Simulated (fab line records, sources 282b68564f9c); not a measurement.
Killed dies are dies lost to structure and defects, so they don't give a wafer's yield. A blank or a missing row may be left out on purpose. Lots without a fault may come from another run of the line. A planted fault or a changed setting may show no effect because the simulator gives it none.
Problem report in the 8D (eight disciplines) form, filled by code | flow rit_cmos | the parts of the form that need people (team, actions taken, sign-off) are left out

1. THE PROBLEM
CONTACT_TEOS_THK at RIT_CONTACT_THK_MEAS_01 reads a mean of 563 nm on 1 wafer of 1 lot; wafers without a fault read 400 nm with a standard deviation of 4.4. That is +37 standard deviations from the usual mean.
First seen on wafer L689.5, day 5 04:41, on film_metro-04. The record holds 37 wafers of 13 lots with a number at this step. Rule for "out", or "out of limits": more than 4 standard deviations from the usual mean. The other wafers with a number count as sound.

2. WHAT IT IS AND WHAT IT IS NOT
question                    | is                     | is not
which readings at this step | CONTACT_TEOS_THK       | -
which lots                  | L689                   | L680, L681, L682, L683, L684, L685, L688, L693, L694, L696, L699, L700
which wafers of those lots  | all that have a number | -
read on which gauges        | film_metro-04          | film_metro-02, film_metro-03
when                        | from day 5 04:41       | up to then (21 sound wafers); but 15 sound wafers of L693, L694, L696, L699, L700 came after

3. SUSPECTS, AND WHAT RULES EACH OUT
Counting: a tool at a process step up to the reading stays a suspect if it ran every lot that is out and no sound lot after the first of them.
- the gauge at RIT_CONTACT_THK_MEAS_01: ruled out. All the wafers that are out were read on film_metro-04, but those of them that RIT_M1_PROBE_99 has rows for are out there too, on other tools.
- pecvd-03 at RIT_CONTACT_CVD_00 (deposits SiO2 from TEOS, target thk 400 nm, time 61 s): kept. It ran the lot that is out, L689 (day 5 04:37), and no sound lot after that; its last sound lot up to then is L684 (day 4 01:58).
Left after counting: pecvd-03 at RIT_CONTACT_CVD_00.

4. THE CAUSE (what the simulator had put in)
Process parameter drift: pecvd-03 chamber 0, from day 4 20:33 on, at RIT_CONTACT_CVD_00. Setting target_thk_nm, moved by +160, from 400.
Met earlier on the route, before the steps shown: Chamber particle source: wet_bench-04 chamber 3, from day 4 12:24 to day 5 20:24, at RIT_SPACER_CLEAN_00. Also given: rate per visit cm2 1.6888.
Counting left only this tool.

5. THE CHAIN OF EFFECTS, in route order
Each row: a reading whose mean over the struck wafers that have a number lies more than 3 standard deviations from the usual. Only readings for which the record gives a usual standard deviation are gone through. hours: the time from each lot's start at the first step in this table that gives one to its start at this step, as a median over the lots. sigmas: the change in usual standard deviations.
hours | step                    | reading             | usual  | on struck wafers | change | sigmas
0     | RIT_CONTACT_THK_MEAS_01 | CONTACT_TEOS_THK    | 400 nm | 563              | +163   | +37
7     | RIT_M1_PROBE_99         | killed_at_contacts  | 0.0    | 228.0            | +228.0 | +99 or more
7     | RIT_M1_PROBE_99         | killed_at_front_end | 7      | 36               | +29    | +8.5
7     | RIT_M1_PROBE_99         | killed_dies         | 7      | 264              | +257   | +76
7     | RIT_M1_PROBE_99         | killed_on_rim       | 1.8    | 70.0             | +68.2  | +49
The process steps in it:
- RIT_M1_PROBE_99

6. WHAT WOULD HAVE CAUGHT IT SOONER
In this record the first reading out of limits at a measuring or inspecting step was taken at day 5 04:41, 8 hours after the fault began at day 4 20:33.
Of the tool readings at RIT_CONTACT_CVD_00 for which the record gives a usual standard deviation, none was out on any struck wafer, so an alarm limit of 4 standard deviations on them would not have fired.
All the lots that are out (1) had begun RIT_CONTACT_CVD_00 on pecvd-03 by day 5 04:41. A hold on the tool at that time would have spared none of them.
